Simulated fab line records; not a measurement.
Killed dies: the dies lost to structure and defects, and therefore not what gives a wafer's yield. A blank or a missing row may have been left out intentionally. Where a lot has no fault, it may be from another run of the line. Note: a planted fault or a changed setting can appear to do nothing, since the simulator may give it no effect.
Which of the tools did it?    flow berkeley cmos170    45 wafers from 15 lots sampled at 6 of the route's 331 steps

== WHAT EACH GAUGE READ, for each wafer ==
UCB170_ACTIVE_THK_MEAS_06. Usual: ACTIVE_NITRIDE_THK typically reads 220.6 nm, with standard deviation 2.1.
lot   measured     on             ACTIVE_NITRIDE_THK (nm)  flag
L344  day 5 12:37  film metro-03  220.0 218.9 220.9        
L345  day 5 12:37  film metro-02  223.4 223.3 221.6        
L346  day 6 07:22  film metro-03  221.1 222.0 221.0        
L347  day 6 07:22  film metro-01  220.4 218.5 222.2        
L350  day 6 07:22  film metro-02  217.2 218.7 219.0        
L351  day 6 07:26  film metro-02  222.0 224.2 222.9        
L349  day 6 12:17  film metro-01  222.1 221.7 222.5        
L353  day 6 20:21  film metro-02  219.7 218.5 218.4        
L355  day 7 03:55  film metro-02  222.5 221.8 220.9        
L354  day 7 03:56  film metro-01  218.6 221.5 219.3        
L356  day 7 15:54  film metro-03  218.6 220.1 220.5        
L357  day 7 15:54  film metro-01  222.3 223.7 222.1        
L358  day 7 15:55  film metro-02  222.1 223.3 221.6        
L359  day 8 08:19  film metro-01  219.2 222.8 221.3        
L366  day 9 12:24  film metro-02  220.6 223.2 222.0        

UCB170_NLDD_TW_MEAS_11. Usual: NLDD_TW typically reads 2218, with standard deviation 17.
lot   measured      on             NLDD_TW         flag
L344  day 8 05:26   film metro-01  2223 2235 2238  
L345  day 8 05:44   film metro-01  2224 2220 2225  
L346  day 9 01:22   film metro-03  2213 2207 2210  
L347  day 9 01:05   film metro-01  2227 2231 2226  
L350  day 9 01:34   film metro-01  2234 2235 2225  
L351  day 9 01:51   film metro-02  2186 2188 2167  
L349  day 9 01:00   film metro-03  2216 2224 2232  
L353  day 9 05:29   film metro-03  2216 2215 2210  
L355  day 9 20:37   film metro-03  2212 2213 2214  
L354  day 9 19:50   film metro-02  2182 2189 2184  
L356  day 10 09:03  film metro-01  2069 2068 2069  OFF
L357  day 10 08:29  film metro-03  2070 2060 2070  OFF
L358  day 10 08:44  film metro-01  2234 2223 2223  
L359  day 10 20:15  film metro-01  2065 2069 2060  OFF
L366  day 12 05:04  film metro-02  2192 2188 2190  

UCB170_SDANNEAL_RS_MEAS_05: measures by four-point-probe. Usual: NLDD_RS typically reads 616.0 ohm/sq, with standard deviation 1.4.
lot   measured      on             NLDD_RS (ohm/sq)   flag
L344  day 8 16:00   film metro-03  616.1 614.9 617.2  
L345  day 8 16:18   film metro-02  618.1 619.0 618.9  
L346  day 9 14:07   film metro-03  615.4 616.4 613.7  
L347  day 9 13:21   film metro-03  614.4 615.4 616.9  
L350  day 9 13:45   film metro-02  617.4 615.0 616.6  
L351  day 9 13:46   film metro-01  615.7 616.9 618.0  
L349  day 9 13:10   film metro-02  613.5 614.1 614.3  
L353  day 9 20:28   film metro-02  616.4 617.1 617.7  
L355  day 10 10:03  film metro-02  616.7 617.2 616.3  
L354  day 10 09:28  film metro-03  617.5 616.0 615.6  
L356  day 11 00:28  film metro-03  726.2 729.5 729.1  OFF
L357  day 11 00:35  film metro-02  728.6 729.7 729.3  OFF
L358  day 11 00:30  film metro-01  613.7 614.0 613.6  
L359  day 11 06:40  film metro-01  728.5 730.7 730.6  OFF
L366  day 12 15:37  film metro-02  614.6 615.4 613.9  

== TOOL THAT RAN EACH LOT (tool first, then ch and the chambers of the sampled wafers, then the start) ==
lot   UCB170_ACTIVE_STRIP_16               UCB170_PVT_STRIP_08                   UCB170_NLDD_IMPLANT_08
L344  plasma asher-02 ch 0,1, day 5 14:10  plasma asher-03 ch 0,1, day 7 08:31   implanter-04 ch 0, day 8 05:04
L345  plasma asher-02 ch 0,1, day 5 13:55  plasma asher-03 ch 0,1, day 7 09:38   implanter-01 ch 0, day 8 05:22
L346  plasma asher-01 ch 0,1, day 6 09:08  plasma asher-02 ch 0,1, day 8 04:29   implanter-04 ch 0, day 9 00:58
L347  plasma asher-02 ch 0,1, day 6 09:24  plasma asher-02 ch 0,1, day 8 04:13   implanter-01 ch 0, day 9 00:43
L350  plasma asher-03 ch 0, day 6 08:51    plasma asher-03 ch 0, day 8 04:29     implanter-01 ch 0, day 9 01:11
L351  plasma asher-01 ch 0,1, day 6 09:43  plasma asher-02 ch 0,1, day 8 03:58   implanter-04 ch 0, day 9 01:29
L349  plasma asher-02 ch 0,1, day 6 13:27  plasma asher-03 ch 1, day 8 04:13     implanter-04 ch 0, day 9 00:36
L353  plasma asher-01 ch 0,1, day 6 21:50  plasma asher-02 ch 0,1, day 8 11:37   implanter-01 ch 0, day 9 05:05
L355  plasma asher-02 ch 0,1, day 7 05:22  plasma asher-02 ch 0,1, day 9 00:19   implanter-04 ch 0, day 9 20:13
L354  plasma asher-01 ch 0,1, day 7 05:38  plasma asher-04 ch 0,1, day 8 23:47   implanter-01 ch 0, day 9 19:26
L356  plasma asher-02 ch 0,1, day 7 17:04  plasma asher-02 ch 0,1, day 9 12:13   implanter-01 ch 0, day 10 08:38
L357  plasma asher-01 ch 0,1, day 7 17:26  plasma asher-02 ch 0,1, day 9 10:19   implanter-01 ch 0, day 10 08:05
L358  plasma asher-02 ch 0,1, day 7 17:44  plasma asher-03 ch 0,1, day 9 11:31   implanter-02 ch 0, day 10 08:22
L359  plasma asher-03 ch 0,1, day 8 09:44  plasma asher-03 ch 0,1, day 9 23:25   implanter-01 ch 0, day 10 19:52
L366  plasma asher-01 ch 0,1, day 9 14:34  plasma asher-04 ch 0,1, day 11 07:22  implanter-04 ch 0, day 12 04:36
- UCB170_ACTIVE_STRIP_16: strips in O2.
- UCB170_PVT_STRIP_08: strips in O2.
- UCB170_NLDD_IMPLANT_08

== AS READ BY THE TOOLS THEMSELVES (means over the sampled wafers that have a number; for cases with no such wafer, the mark the record gives instead) ==
UCB170_ACTIVE_STRIP_16. Usual: drypump motor current A 5.9 A, standard deviation 0.42; oes product au 0.721 a.u., standard deviation 0.0041; strip time to endpoint s 18.10 s, standard deviation 0.076.
lot   tool             drypump motor current A (A)  oes product au (a.u.)  strip time to endpoint s (s)  flag
L344  plasma asher-02  6.0                          0.722                  18.12                         
L345  plasma asher-02  6.2                          0.719                  18.15                         
L346  plasma asher-01  5.7                          0.724                  18.06                         
L347  plasma asher-02  6.1                          0.725                  18.17                         
L350  plasma asher-03  5.6                          0.717                  18.15                         
L351  plasma asher-01  6.0                          0.722                  17.98                         
L349  plasma asher-02  6.1                          0.723                  18.08                         
L353  plasma asher-01  6.1                          0.720                  18.11                         
L355  plasma asher-02  6.2                          0.719                  18.18                         
L354  plasma asher-01  6.1                          0.719                  18.12                         
L356  plasma asher-02  6.2                          0.720                  18.26                         
L357  plasma asher-01  6.0                          0.723                  18.07                         
L358  plasma asher-02  6.2                          0.722                  18.10                         
L359  plasma asher-03  5.5                          0.722                  18.18                         
L366  plasma asher-01  5.7                          0.719                  18.11                         

UCB170_PVT_STRIP_08. Usual: drypump motor current A 5.9 A, standard deviation 0.43; oes product au 0.735 a.u., standard deviation 0.0043; strip time to endpoint s 21.62 s, standard deviation 0.07.
lot   tool             drypump motor current A (A)  oes product au (a.u.)  strip time to endpoint s (s)  flag
L344  plasma asher-03  5.5                          0.735                  21.60                         
L345  plasma asher-03  5.5                          0.736                  21.58                         
L346  plasma asher-02  6.1                          0.736                  21.64                         
L347  plasma asher-02  6.1                          0.734                  21.75                         
L350  plasma asher-03  5.6                          0.734                  21.59                         
L351  plasma asher-02  6.2                          0.735                  21.58                         
L349  plasma asher-03  5.3                          0.735                  21.64                         
L353  plasma asher-02  6.2                          0.734                  21.62                         
L355  plasma asher-02  6.1                          0.735                  21.57                         
L354  plasma asher-04  6.4                          0.736                  21.65                         
L356  plasma asher-02  6.1                          0.737                  21.63                         
L357  plasma asher-02  6.1                          0.732                  21.66                         
L358  plasma asher-03  5.4                          0.734                  21.48                         
L359  plasma asher-03  5.4                          0.736                  21.56                         
L366  plasma asher-04  6.3                          0.732                  21.61                         

UCB170_NLDD_IMPLANT_08. Usual: dose ions cm2 5e+13, standard deviation 5.7e+10; faraday current uA 159, standard deviation 3.2; tilt deg 6.997 degrees, standard deviation 0.019.
lot   tool          dose ions cm2  faraday current uA  tilt deg (degrees)  flag
L344  implanter-04  5e+13          160                 6.997               
L345  implanter-01  5e+13          162                 6.990               
L346  implanter-04  5e+13          157                 7.002               
L347  implanter-01  5e+13          159                 6.995               
L350  implanter-01  5e+13          158                 6.995               
L351  implanter-04  5e+13          160                 7.009               
L349  implanter-04  5e+13          158                 7.021               
L353  implanter-01  5e+13          158                 7.020               
L355  implanter-04  5e+13          159                 6.997               
L354  implanter-01  5e+13          159                 6.978               
L356  implanter-01  3e+13          88                  6.987               OFF
L357  implanter-01  3e+13          87                  7.005               OFF
L358  implanter-02  5e+13          157                 6.990               
L359  implanter-01  3e+13          87                  6.998               OFF
L366  implanter-04  5e+13          158                 6.995               

== THE ANSWER, worked out from the rows above alone ==
Rule: a lot counts as off when the mean over its wafers that have a number is more than 3 standard deviations away from the usual mean. Also off: a lot with no number at a reading for which 4 or more lots have one. Where the step has rows for the other lots, those lots are counted as sound. Order of review: gauges by route order, followed by the tools' own readings, for which a lot's mean as printed above is used. At the first step where some lot is off, the reading lying furthest off is the one used; lots without a number count as furthest.
Off: L356, L357, L359, at UCB170_NLDD_TW_MEAS_11 (NLDD_TW).
If a tool, at a process step before that reading, ran all the lots that are off and no sound lot after the first of them, it fits. The gauges at UCB170_NLDD_TW_MEAS_11 aren't tried: what is off there is off at UCB170_NLDD_IMPLANT_08 too, on other tools, and a gauge's error can't cause that. One fits: UCB170_NLDD_IMPLANT_08 on implanter-01. Its last sound lot is L354 (day 9 19:26), its first lot that is off L357 (day 10 08:05): a fault that began between those two fits.
The tool's own readings at UCB170_NLDD_IMPLANT_08 bear it out: on the lots that are off they differ by more than 5 times the standard deviation of the sound lots' means. dose ions cm2 reads 3e+13 there against 5e+13 on the sound lots; faraday current uA reads 87 there against 159 on the sound lots.

== WHAT WAS PUT IN BY THE SIMULATOR ==
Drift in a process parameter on implanter-01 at UCB170_NLDD_IMPLANT_08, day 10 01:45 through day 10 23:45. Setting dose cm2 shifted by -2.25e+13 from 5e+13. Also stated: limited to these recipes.
Struck lots among those shown: L356, L357, L359. The rule above reached the same finding.
